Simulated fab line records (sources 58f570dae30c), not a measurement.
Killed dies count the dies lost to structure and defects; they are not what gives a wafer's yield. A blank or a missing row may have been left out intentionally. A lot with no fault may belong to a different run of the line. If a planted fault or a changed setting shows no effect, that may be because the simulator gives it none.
2 desks, one fault / flow berkeleyCmos170 / what lay behind the numbers comes last; until then each desk has only its own

## DESK OF THE TOOL OWNER: implanter-02
For each lot that ran on this tool, the mean over its sampled wafers that have a number, from the tool's own readings at UCB170_PLDD_IMPLANT_09. Marked OUT: a lot whose mean sits more than 4 standard deviations from the usual mean, which makes it out of limits; the brackets give that distance.
Columns: A = beamEnergyKeV at UCB170_PLDD_IMPLANT_09, usual 10.001; B = faradayCurrentUA at UCB170_PLDD_IMPLANT_09, usual 158.6; C = tiltDeg at UCB170_PLDD_IMPLANT_09, usual 7.006 degrees
lot=L181; first seen here=day 7 14:27; A=9.998; B=157.0; C=7.011
lot=L183; first seen here=day 7 21:58; A=9.997; B=158.4; C=7.008
lot=L184; first seen here=day 8 07:32; A=10.000; B=160.5; C=6.999
lot=L189; first seen here=day 9 10:20; A=10.000; B=160.5; C=7.020
lot=L197; first seen here=day 10 12:47; A=10.525 (+99 or more) OUT; B=161.8; C=7.004
lot=L199; first seen here=day 11 07:54; A=10.520 (+99 or more) OUT; B=159.3; C=7.000
This desk's verdict: out of limits on L197, L199, starting with L197 at day 10 12:47 (beamEnergyKeV at UCB170_PLDD_IMPLANT_09). In limits: L181, L183, L184, L189.

## AT THE METROLOGY DESK
What the gauges read for every lot (on any tool): the sampled wafers with a number, averaged. Marked OUT: a lot whose mean sits more than 4 standard deviations from the usual mean, which makes it out of limits; the brackets give that distance.
Columns: A = PVT_OVL at UCB170_PVT_OVL_MEAS_06, usual 0 nm; B = SPACER_TEOS_THK at UCB170_SPACER_THK_MEAS_01, usual 376 nm
lot=L181; first seen here=day 6 23:06; A=-3; B=382
lot=L183; first seen here=day 7 08:12; A=9; B=378
lot=L185; first seen here=day 7 15:56; A=-1; B=375
lot=L187; first seen here=day 7 16:11; A=0; B=377
lot=L184; first seen here=day 7 16:12; A=4; B=373
lot=L189; first seen here=day 8 12:44; A=-8; B=377
lot=L191; first seen here=day 9 02:22; A=5; B=383
lot=L194; first seen here=day 9 02:38; A=0; B=374
lot=L197; first seen here=day 9 15:31; A=-3; B=378
lot=L199; first seen here=day 10 09:05; A=-5; B=377
lot=L198; first seen here=day 10 09:30; A=-2; B=378
lot=L201; first seen here=day 10 14:09; A=-4; B=382
lot=L202; first seen here=day 11 05:49; A=5; B=374
lot=L204; first seen here=day 11 14:33; A=8; B=377
This desk found nothing out of limits on any of the 14 lots.

## TAKEN TOGETHER
The tool owner's desk could have raised an alarm at day 10 12:47, on L197, L199.
From the metrology desk's view, nothing was out of limits.
The metrology desk holds a record of L197, L199, inside its limits.
UCB170_PLDD_IMPLANT_09 was run on implanter-02 by each of the lots named.

## WHAT WAS PUT IN BY THE SIMULATOR
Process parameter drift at UCB170_PLDD_IMPLANT_09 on implanter-02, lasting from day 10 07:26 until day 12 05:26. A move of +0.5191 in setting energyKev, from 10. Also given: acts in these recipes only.
Struck lots among those shown: L197, L199.
Each desk's first reading out of limits, in hours after the fault started: the tool owner's desk, 5.
